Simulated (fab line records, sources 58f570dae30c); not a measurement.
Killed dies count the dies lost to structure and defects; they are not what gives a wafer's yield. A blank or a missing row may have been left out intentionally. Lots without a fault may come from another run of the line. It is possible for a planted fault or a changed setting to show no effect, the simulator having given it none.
2 desks looking at one fault | flow berkeley_cmos170 | only its own numbers are on each desk; what lay behind them is given at the end

## FROM THE METROLOGY DESK
What the gauges read, lot by lot, whatever tool the lot ran on: means of the sampled wafers that have a number. Any lot whose mean is over 4 standard deviations away from the usual mean is out of limits and marked OUT; that distance is given in the brackets.
Columns: A = NWELL_OXIDE_THK at UCB170_NWELL_THK_MEAS_02, usual 26.4 nm; B = PWELL_OXIDE_THK at UCB170_PWELL_THK_MEAS_03, usual 26.3 nm; C = GATE_POLY_THK at UCB170_GATE_THK_MEAS_05, usual 215.4 nm; D = CONTACT_OVL at UCB170_CONTACT_OVL_MEAS_16, usual 0 nm
lot  | first seen here | A    | B    | C               | D
L374 | day 2 04:52     | 26.5 | 26.5 | 215.8           | -7
L373 | day 2 04:53     | 26.9 | 26.2 | 215.4           | 3
L375 | day 2 12:02     | 25.6 | 26.5 | 216.7           | -3
L379 | day 3 05:56     | 25.8 | 26.7 | 212.0           | -8
L378 | day 3 05:57     | 26.4 | 26.5 | 213.2           | -3
L381 | day 3 14:55     | 26.9 | 25.7 | 216.2           | -1
L382 | day 4 00:28     | 27.4 | 25.7 | 217.9           | 2
L386 | day 4 18:05     | 25.8 | 26.6 | 186.2 (-16) OUT | 1
L387 | day 4 18:06     | 26.4 | 26.4 | 186.2 (-16) OUT | -3
L385 | day 4 18:08     | 25.5 | 26.3 | 189.1 (-15) OUT | 5
L388 | day 5 06:38     | 26.5 | 26.0 | 188.3 (-15) OUT | -1
L391 | day 6 00:13     | 25.8 | 25.9 | 215.9           | -2
L392 | day 6 00:14     | 25.8 | 26.2 | 217.0           | 0
L393 | day 6 07:41     | 26.9 | 26.1 | 214.8           | 0
L395 | day 6 19:58     | 26.4 | 26.3 | 218.9           | -2
L396 | day 6 19:58     | 26.8 | 26.7 | 217.5           | 1
Per this desk, out of limits: L385, L386, L387, L388; the first was L386, day 10 02:41 (GATE_POLY_THK at UCB170_GATE_THK_MEAS_05). In limits: L374, L373, L375, L379, L378, L381, L382, L391, L392, L393, L395, L396.

## FOR THE TOOL OWNER'S DESK: lpcvd-01
The tool's own readings at UCB170_GATE_CVD_04 (deposits poly-Si from SiH4, time 1440 s, target thk 214 nm): means of the sampled wafers that have a number, for each lot that ran on this tool. Any lot whose mean is over 4 standard deviations away from the usual mean is out of limits and marked OUT; that distance is given in the brackets.
Columns: A = sih4_flow_sccm at UCB170_GATE_CVD_04, usual 120.01 sccm
lot  | first seen here | A
L378 | day 8 04:26     | 120.36
L379 | day 8 04:26     | 120.00
L385 | day 10 01:17    | 119.99
L386 | day 10 01:17    | 120.05
L387 | day 10 01:17    | 119.79
L388 | day 10 01:17    | 120.08
This desk's finding: nothing out of limits on any of the 6 lots.

## PUT TOGETHER
An alarm was possible from the metrology desk at day 10 02:41, on L385, L386, L387, L388.
The tool owner's desk saw nothing out of limits.
On record at the tool owner's desk: L385, L386, L387, L388, within its limits.
All the named lots went through UCB170_GATE_CVD_04 on lpcvd-01.

## WHAT THE SIMULATOR PUT IN
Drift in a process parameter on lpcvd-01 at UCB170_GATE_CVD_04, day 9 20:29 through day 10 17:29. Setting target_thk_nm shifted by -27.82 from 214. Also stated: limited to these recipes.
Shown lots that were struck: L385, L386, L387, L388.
Delay in hours, fault start to first out-of-limits reading, per desk: metrology desk 6.
